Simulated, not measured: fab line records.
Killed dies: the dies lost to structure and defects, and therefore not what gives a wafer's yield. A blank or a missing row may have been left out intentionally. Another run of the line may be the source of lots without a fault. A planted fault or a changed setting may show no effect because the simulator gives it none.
What tool caused it? / flow berkeley cmos170 / Sampling: 7 lots, 21 wafers, 3 of 331 route steps

WHAT THE GAUGES SHOWED, per wafer
UCB170_SACOX_THK_MEAS_02.
lot=L554; measured=day 6 00:48; on=film metro-02; SACOX_OXIDE_THK (nm)=14.44 14.56 14.70
lot=L558; measured=day 6 13:05; on=film metro-02; SACOX_OXIDE_THK (nm)=14.57 14.53 14.40
lot=L561; measured=day 7 18:42; on=film metro-02; SACOX_OXIDE_THK (nm)=22.74 22.74 23.27
lot=L568; measured=day 8 20:15; on=film metro-01; SACOX_OXIDE_THK (nm)=14.66 14.58 14.70
lot=L569; measured=day 9 03:45; on=film metro-02; SACOX_OXIDE_THK (nm)=14.52 14.39 14.32
lot=L572; measured=day 9 12:03; on=film metro-03; SACOX_OXIDE_THK (nm)=14.09 14.00 13.80
lot=L576; measured=day 10 04:58; on=film metro-02; SACOX_OXIDE_THK (nm)=14.49 14.24 14.62

EACH LOT AND THE TOOL THAT RAN IT (in order: tool; ch and the chambers of the sampled wafers; start)
lot=L554; UCB170_PFIELD_STRIP_08=plasma asher-01 ch 0,1, day 5 02:13; UCB170_SACOX_OXIDATION_01=furnace-04 ch 0, day 5 23:08
lot=L558; UCB170_PFIELD_STRIP_08=plasma asher-04 ch 0,1, day 5 17:17; UCB170_SACOX_OXIDATION_01=furnace-01 ch 0, day 6 11:26
lot=L561; UCB170_PFIELD_STRIP_08=plasma asher-01 ch 0, day 6 15:29; UCB170_SACOX_OXIDATION_01=furnace-02 ch 0, day 7 12:32
lot=L568; UCB170_PFIELD_STRIP_08=plasma asher-01 ch 0,1, day 7 23:04; UCB170_SACOX_OXIDATION_01=furnace-01 ch 0, day 8 18:35
lot=L569; UCB170_PFIELD_STRIP_08=plasma asher-01 ch 0,1, day 8 06:08; UCB170_SACOX_OXIDATION_01=furnace-02 ch 0, day 9 02:01
lot=L572; UCB170_PFIELD_STRIP_08=plasma asher-02 ch 0,1, day 8 15:48; UCB170_SACOX_OXIDATION_01=furnace-02 ch 0, day 9 10:22
lot=L576; UCB170_PFIELD_STRIP_08=plasma asher-02 ch 0,1, day 9 03:42; UCB170_SACOX_OXIDATION_01=furnace-02 ch 0, day 10 03:17
- UCB170_PFIELD_STRIP_08: strips in O2.
- UCB170_SACOX_OXIDATION_01: target thk 14.4 nm, ox time 2400 s.

THE ANSWER, worked out from the rows above alone
Rule: usual is defined by the lots themselves. The widest of any qualifying gaps counts: lots, ordered by their means at a reading, are off when they make up no more than a third of the lots, leave a main group of 4 or more, and stand apart from it by 3 or more times the standard deviation of that group's means. The tables above print the reading to a certain number of digits; a main group whose means all agree to those digits is not used. A lot without any number at a reading at which 4 lots or more have one is off too. Where the step has rows for the other lots, those lots are counted as sound.
Off: L561, at UCB170_SACOX_THK_MEAS_02 (SACOX_OXIDE_THK). The main group has a mean of 14.42 nm with a standard deviation of 0.22.
If a tool, at a process step before that reading, ran all the lots that are off and no sound lot after the first of them, it fits. Gauges at UCB170_SACOX_THK_MEAS_02: tried the same way as those tools. No candidate that was tried fits.

WHAT HAD BEEN PUT IN BY THE SIMULATOR
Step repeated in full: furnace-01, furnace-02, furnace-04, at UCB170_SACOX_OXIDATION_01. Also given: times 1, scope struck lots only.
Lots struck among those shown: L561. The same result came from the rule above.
